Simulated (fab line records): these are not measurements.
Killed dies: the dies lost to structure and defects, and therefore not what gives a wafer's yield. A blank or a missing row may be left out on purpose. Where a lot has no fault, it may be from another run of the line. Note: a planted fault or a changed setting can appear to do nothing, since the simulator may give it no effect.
One fault seen from 2 desks || flow berkeley cmos170 || every desk sees just its own numbers, and what lay behind them comes last

THE METROLOGY DESK
Lot by lot, what the gauges showed, no matter which tool ran the lot: averages of those sampled wafers that carry a number. The brackets show how far a lot's mean lies from the usual mean; more than 4 standard deviations puts the lot out of limits, marked OUT.
Columns: A = V1_OVL at UCB170_V1_OVL_MEAS_13, usual 2 nm; B = cd nm at UCB170_M2_CD_MEAS_15, usual 700.0 nm
{"lot": "L917", "first seen here": "day 8 12:26", "A": 5, "B": 700.8}
{"lot": "L918", "first seen here": "day 9 05:05", "A": -1, "B": 700.4}
{"lot": "L919", "first seen here": "day 9 07:52", "A": 2, "B": 700.3}
{"lot": "L920", "first seen here": "day 9 10:04", "A": 0, "B": 700.6}
{"lot": "L923", "first seen here": "day 10 10:32", "A": -2, "B": 698.4}
{"lot": "L925", "first seen here": "day 10 11:52", "A": 4, "B": 701.4}
{"lot": "L922", "first seen here": "day 10 13:04", "A": 6, "B": 699.3}
{"lot": "L924", "first seen here": "day 10 14:26", "A": 1, "B": 699.1}
{"lot": "L927", "first seen here": "day 11 00:09", "A": -3, "B": 699.6}
{"lot": "L929", "first seen here": "day 11 09:14", "A": 7, "B": 700.2}
{"lot": "L930", "first seen here": "day 12 01:45", "A": -2, "B": 701.0}
{"lot": "L931", "first seen here": "day 12 02:19", "A": -1, "B": 700.7}
{"lot": "L936", "first seen here": "day 13 12:56", "A": -1, "B": 700.2}
{"lot": "L939", "first seen here": "day 13 22:35", "A": 2, "B": 699.7}
This desk's finding: nothing out of limits on any of the 14 lots.

THE TOOL OWNER'S DESK: rie diel-01
The tool's own readings at UCB170_M3_ETCH_17 (etches BARC in N2/H2): means of the sampled wafers that have a number, for each lot that ran on this tool. The brackets show how far a lot's mean lies from the usual mean; more than 4 standard deviations puts the lot out of limits, marked OUT.
Columns: A = drypump motor current A at UCB170_M3_ETCH_17, usual 6.0 A; B = oes product au at UCB170_M3_ETCH_17, usual 1.003 a.u.; C = rf fwd power W at UCB170_M3_ETCH_17, usual 495.0 W; D = throttle valve pct at UCB170_M3_ETCH_17, usual 13.33 %
{"lot": "L917", "first seen here": "day 8 20:16", "A": 6.2, "B": 0.998, "C": 494.5, "D": 13.43}
{"lot": "L922", "first seen here": "day 10 23:28", "A": 5.8, "B": 1.003, "C": 492.4, "D": 13.38}
{"lot": "L929", "first seen here": "day 11 17:56", "A": 5.5, "B": 1.013, "C": 495.1, "D": 13.33}
{"lot": "L930", "first seen here": "day 12 10:07", "A": 6.0, "B": "0.918 (-4.7) OUT", "C": "415.8 (-42) OUT", "D": 13.36}
{"lot": "L931", "first seen here": "day 12 11:05", "A": 6.1, "B": "0.918 (-4.7) OUT", "C": "414.9 (-42) OUT", "D": 13.31}
This desk's finding: out of limits on L930, L931; first on L930, day 12 10:07 (oes product au at UCB170_M3_ETCH_17). L917, L922, L929: within limits.

PUT TOGETHER
The tool owner's desk could have raised an alarm at day 12 10:07, on L930, L931.
Metrology desk: nothing out of limits seen.
The metrology desk holds a record of L930, L931, inside its limits.
The lots listed all ran UCB170_M3_ETCH_17 on rie diel-01.

WHAT THE SIMULATOR HAD INSERTED
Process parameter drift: rie diel-01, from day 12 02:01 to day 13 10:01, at UCB170_M3_ETCH_17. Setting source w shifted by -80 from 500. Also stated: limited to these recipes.
Struck lots among those shown: L930, L931.
How many hours passed from the start of the fault until each desk's first out-of-limits reading: the tool owner's desk, 8.
